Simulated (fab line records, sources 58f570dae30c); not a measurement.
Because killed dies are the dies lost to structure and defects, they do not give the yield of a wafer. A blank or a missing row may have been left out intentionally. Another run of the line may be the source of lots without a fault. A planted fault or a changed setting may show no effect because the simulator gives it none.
Which tool was responsible? ; flow berkeley-cmos170 ; Sampling: 14 lots, 42 wafers, 4 of 331 route steps

## WHAT THE GAUGES SHOWED, per wafer
UCB170_V1_OVL_MEAS_13. Usual: V1_OVL typically reads 0 nm, with standard deviation 5.4.
lot;measured;on;V1_OVL (nm);flag
L954;day 9 04:13;overlay-02;6 15 12;
L952;day 9 00:38;overlay-02;9 3 6;
L953;day 9 03:56;overlay-02;-1 -4 -3;
L957;day 9 22:11;overlay-02;-6 -5 0;
L956;day 9 22:28;overlay-02;6 8 10;
L958;day 9 23:11;overlay-02;-2 2 9;
L960;day 10 20:52;overlay-02;0 3 3;
L959;day 10 21:29;overlay-01;4 6 -6;
L965;day 11 10:56;overlay-02;-3 -5 0;
L966;day 11 13:04;overlay-01;-6 6 9;
L969;day 12 03:25;overlay-01;-3 -2 -4;
L971;day 13 10:56;overlay-01;-3 6 -2;
L972;day 13 10:40;overlay-01;-3 -2 -1;
L974;day 13 10:58;overlay-02;-6 -4 -5;

## WHAT TOOL EACH LOT RAN ON (gives the tool, then ch and the chambers of the sampled wafers, and finally the start)
lot;UCB170_CONTACT_RTA_08;UCB170_M1_SPUTTER_00;UCB170_V1_COAT_07
L954;rtp-anneal-01 ch 0, day 8 16:50;pvd-sputter-02, day 8 18:29;litho-track-04 ch 0, day 9 02:49
L952;rtp-anneal-02 ch 0, day 8 16:50;pvd-sputter-01, day 8 18:44;litho-track-03 ch 0, day 8 23:49
L953;rtp-anneal-01 ch 0, day 8 18:05;pvd-sputter-02, day 8 19:52;litho-track-03 ch 0, day 9 02:33
L957;rtp-anneal-01 ch 0, day 9 10:19;pvd-sputter-01, day 9 13:14;litho-track-03 ch 0, day 9 21:25
L956;rtp-anneal-02 ch 0, day 9 11:02;pvd-sputter-03, day 9 14:22;litho-track-01 ch 0, day 9 21:24
L958;rtp-anneal-01 ch 0, day 9 11:37;pvd-sputter-02, day 9 14:34;litho-track-04 ch 0, day 9 21:34
L960;rtp-anneal-02 ch 0, day 10 08:32;pvd-sputter-01, day 10 11:09;litho-track-04 ch 0, day 10 19:17
L959;rtp-anneal-01 ch 0, day 10 09:16;pvd-sputter-03, day 10 12:54;litho-track-03 ch 0, day 10 20:11
L965;rtp-anneal-02 ch 0, day 11 02:46;pvd-sputter-01, day 11 04:55;litho-track-03 ch 0, day 11 09:58
L966;rtp-anneal-02 ch 0, day 11 04:45;pvd-sputter-02, day 11 06:54;litho-track-01 ch 0, day 11 11:40
L969;rtp-anneal-02 ch 0, day 11 19:01;pvd-sputter-03, day 11 21:14;litho-track-01 ch 0, day 12 02:30
L971;rtp-anneal-02 ch 0, day 12 06:05;pvd-sputter-01, day 12 08:01;litho-track-04 ch 0, day 13 09:31
L972;rtp-anneal-01 ch 0, day 12 06:05;pvd-sputter-02, day 12 08:11;litho-track-03 ch 0, day 13 09:15
L974;rtp-anneal-01 ch 0, day 12 21:48;pvd-sputter-01, day 12 23:32;litho-track-03 ch 0, day 13 09:44
- UCB170_CONTACT_RTA_08: time 10 s.
- UCB170_M1_SPUTTER_00: material Al, target thk 600 nm, time 80 s.
- UCB170_V1_COAT_07: resist thk 900 nm.

## AS READ BY THE TOOLS THEMSELVES (means over the sampled wafers that have a number; for cases with no such wafer, the mark the record gives instead)
UCB170_CONTACT_RTA_08. Usual: anneal-temp-c-max 904.3, standard deviation 0.87; lamp-power-pct 25.7 %, standard deviation 1.2; wafer_temp_C_max 903.5, standard deviation 0.96.
lot;tool;anneal-temp-c-max;lamp-power-pct (%);wafer_temp_C_max;flag
L954;rtp-anneal-01;904.0;24.6;902.7;
L952;rtp-anneal-02;903.0;27.0;905.1;
L953;rtp-anneal-01;904.4;24.6;902.6;
L957;rtp-anneal-01;905.4;24.6;902.5;
L956;rtp-anneal-02;904.3;27.0;904.2;
L958;rtp-anneal-01;904.3;24.6;903.3;
L960;rtp-anneal-02;903.0;26.9;903.9;
L959;rtp-anneal-01;905.0;24.6;903.0;
L965;rtp-anneal-02;904.5;27.0;904.5;
L966;rtp-anneal-02;903.9;27.0;904.7;
L969;rtp-anneal-02;903.4;27.0;903.9;
L971;rtp-anneal-02;903.5;27.0;904.4;
L972;rtp-anneal-01;905.2;24.5;902.8;
L974;rtp-anneal-01;904.8;24.6;903.1;

UCB170_M1_SPUTTER_00. Usual: throttle-valve-pct at 30.0 %, with a standard deviation of 0.72.
lot;tool;throttle-valve-pct (%);flag
L954;pvd-sputter-02;29.6;
L952;pvd-sputter-01;29.7;
L953;pvd-sputter-02;30.0;
L957;pvd-sputter-01;30.1;
L956;pvd-sputter-03;29.8;
L958;pvd-sputter-02;30.9;
L960;pvd-sputter-01;30.6;
L959;pvd-sputter-03;30.1;
L965;pvd-sputter-01;30.9;
L966;pvd-sputter-02;30.3;
L969;pvd-sputter-03;30.0;
L971;pvd-sputter-01;30.7;
L972;pvd-sputter-02;30.1;
L974;pvd-sputter-01;29.6;

UCB170_V1_COAT_07. Usual: chill-plate-temp-C 22.99 C, standard deviation 0.11; spin-speed-rpm 1500.1 rpm, standard deviation 0.83.
lot;tool;chill-plate-temp-C (C);spin-speed-rpm (rpm);flag
L954;litho-track-04;23.03;1499.9;
L952;litho-track-03;23.13;1499.8;
L953;litho-track-03;23.01;1500.5;
L957;litho-track-03;22.95;1500.3;
L956;litho-track-01;23.00;1499.8;
L958;litho-track-04;22.93;1498.3;
L960;litho-track-04;23.01;1500.2;
L959;litho-track-03;22.95;1499.9;
L965;litho-track-03;23.02;1500.7;
L966;litho-track-01;23.13;1285.6;OFF
L969;litho-track-01;23.05;1285.4;OFF
L971;litho-track-04;23.00;1500.2;
L972;litho-track-03;23.07;1500.8;
L974;litho-track-03;23.02;1500.3;

## THE ANSWER, worked out from the rows above alone
Rule: a lot is off if the mean of its wafers that have a number lies more than 3 standard deviations from the usual mean. Also off: a lot with no number at a reading for which 4 or more lots have one. All remaining lots with rows at the step are treated as sound. The gauges are gone through in route order, then the tools' own readings, and for those a lot's mean is taken as printed above. At the first step where some lot is off, the reading lying furthest off is the one used; lots without a number count as furthest.
Off, at UCB170_V1_COAT_07 on spin-speed-rpm: L966, L969.
A tool fits if, at that step or a process step before it, it ran every lot that is off, and no sound lot after the first of them. One candidate fits, namely litho-track-01 at UCB170_V1_COAT_07. A fault onset in the window from L956 (day 9 21:24, its last sound lot) to L966 (day 11 11:40, its first lot off) fits.
On the lots that are off, the tool's own readings at UCB170_V1_COAT_07 differ by more than 5 times the standard deviation of the sound lots' means, which bears it out; spin-speed-rpm reads 1285.5 rpm there versus 1500.1 rpm on the sound lots.

## WHAT THE SIMULATOR HAD INSERTED
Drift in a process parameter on litho-track-01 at UCB170_V1_COAT_07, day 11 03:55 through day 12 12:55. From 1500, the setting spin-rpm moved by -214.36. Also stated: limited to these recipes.
Shown lots that were struck: L966, L969. Same finding as the rule above.
